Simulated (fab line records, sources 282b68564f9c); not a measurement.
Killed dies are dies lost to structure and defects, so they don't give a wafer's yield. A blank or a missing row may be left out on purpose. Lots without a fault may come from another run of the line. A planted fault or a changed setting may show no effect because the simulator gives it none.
A struck lot beside a sound one | flow rit_cmos | 19 steps out of a route of 202
Sound: wafers L504.3, L504.4, L504.6. Struck: wafers L512.1, L512.2, L512.6. The cause comes at the end.
At each step with rows: each side's tool, then ch and its chambers, then its first start. Under that, the readings that differ: sound wafers | struck wafers | difference of the means | sigmas: that difference in standard deviations of wafers without a fault.
alike: readings whose means differ by less than 2 such deviations, and words and numbers that are the same on both sides. not compared: withheld readings, readings that some wafer has no value for, bounds like >300 that may hide the same value, and numbers for which the record gives no deviation and whose values overlap.
The two part at a step that has a row with sigmas, a row that says differs or no value, or rows on one side only. Numbers that don't overlap but have no deviation are shown without sigmas and don't part them. A reading that every wafer of one side lacks parts them only if that side has two wafers or more.

first, 1 step without rows for these wafers: RIT_SILICIDE_WET_ETCH_00 (etches SiO2 in BOE, target depth 14 nm, time 15 s).
RIT_SILICIDE_SPUTTER_01: material Ti, target thk 30 nm, time 240 s.
  sound on pvd_sputter-03, day 4 15:43; struck on pvd_sputter-01, day 6 15:23
  alike: cathode_dc_power_W, throttle_valve_pct
RIT_SILICIDE_RS_MEAS_02: measures by four-point-probe.
  sound on film_metro-04, day 4 15:54; struck on film_metro-03, day 6 15:32
  alike: SILICIDE_TI_RS
RIT_SILICIDE_THK_MEAS_03: measures by xrf.
  sound on film_metro-04, day 4 16:00; struck on film_metro-03, day 6 15:39
  alike: SILICIDE_TI_THK
RIT_SILICIDE_RTA_04: time 10 s, ramp up 5 s, ramp down 5 s.
  sound on rtp_anneal-02 ch 0, day 4 16:04; struck on rtp_anneal-01 ch 0, day 6 15:43
  alike: wafer_temp_C_max
then, 1 step without rows for these wafers: RIT_SILICIDE_WET_ETCH_05 (etches Ti in SPM, time 120 s).
RIT_SILICIDE_RTA_06: time 10 s, ramp up 5 s, ramp down 10 s.
  sound on rtp_anneal-01 ch 0, day 4 16:10; struck on rtp_anneal-01 ch 0, day 6 15:49
  alike: wafer_temp_C_max
RIT_CONTACT_CVD_00: deposits SiO2 from TEOS, target thk 400 nm, time 61 s.
  sound on pecvd-02 ch 0,2, day 4 16:13; struck on pecvd-04 ch 1,2, day 6 15:53
  alike: heater_power_w
RIT_CONTACT_THK_MEAS_01:
  sound on film_metro-01, day 4 16:17; struck on film_metro-01, day 6 15:58
  alike: CONTACT_TEOS_THK
then, 3 steps without rows for these wafers: RIT_CONTACT_HMDS_02 (prime time 60 s); RIT_CONTACT_COAT_03 (resist thk 1000 nm); RIT_CONTACT_SOFTBAKE_04 (time 60 s).
RIT_CONTACT_EXPOSE_05: exposes mask M11, target cd 1000 nm.
  sound on iline_stepper-02 ch 0, day 4 16:56; struck on iline_stepper-01 ch 0, day 6 16:36
  reading                         | sound                | struck            | difference | sigmas
  model.CONTACT.overlay_x_nm (nm) | 0.6859 0.6859 0.6859 | 240.3 240.3 240.3 | +239.6     |
  alike: mask
then, 2 steps without rows for these wafers: RIT_CONTACT_PEB_06; RIT_CONTACT_DEVELOP_07 (develop time 120 s).
RIT_CONTACT_CD_MEAS_08: target cd 1000 nm.
  sound on cd_sem-02, day 4 17:28; struck on cd_sem-01, day 6 17:07
  alike: cd_nm
RIT_CONTACT_OVL_MEAS_09:
  sound on overlay-01, day 4 17:33; struck on overlay-02, day 6 17:14
  reading          | sound        | struck            | difference | sigmas
  CONTACT_OVL (nm) | 0.5 -0.9 0.0 | 238.9 238.3 236.9 | +238.2     | +99 or more
then, 1 step without rows for these wafers: RIT_CONTACT_HARDBAKE_10 (time 60 s).
RIT_M1_PROBE_99:
  sound on prober-01, day 4 23:13; struck on prober-01, day 6 23:40
  reading                                                 | sound                | struck               | difference | sigmas
  model.etest.contact_to_gate.short                       | 0 0 0                | 1 1 1                | +1         |
  model.etest.contact_to_gate.over_limit                  | 0 0 0                | 1 1 1                | +1         |
  model.etest.nmos_0p15.junction_log10_a_um               | -13.5 -13.65 -13.53  | -12.79 -12.81 -12.92 | +0.72      |
  model.etest.nmos_narrow.off_log10_a_um                  | -13.22 -13.22 -13.47 | -12.71 -12.78 -12.92 | +0.50      |
  model.etest.gate_end_array.leak_log10_a_um              | -12.78 -13.01 -12.94 | -12.47 -12.57 -12.67 | +0.34      |
  model.etest.nmos_0p3.off_log10_a_um                     | -12.97 -13.12 -13.18 | -12.7 -12.64 -12.84  | +0.4       |
  model.etest.pmos_0p15.junction_log10_a_um               | -13.84 -13.79 -13.75 | -13.57 -13.54 -13.6  | +0.22      |
  model.etest.contact_diode_array.leak_log10_a (angstrom) | -9.575 -9.568 -9.619 | -9.201 -9.237 -9.167 | +0.386     |
  alike: killed_at_front_end, killed_dies, killed_open, killed_short

WHERE THEY PART
Only at RIT_CONTACT_OVL_MEAS_09, within this record. Later steps at which nothing parts them and some readings are alike: RIT_M1_PROBE_99.

WHY: what the simulator had put in
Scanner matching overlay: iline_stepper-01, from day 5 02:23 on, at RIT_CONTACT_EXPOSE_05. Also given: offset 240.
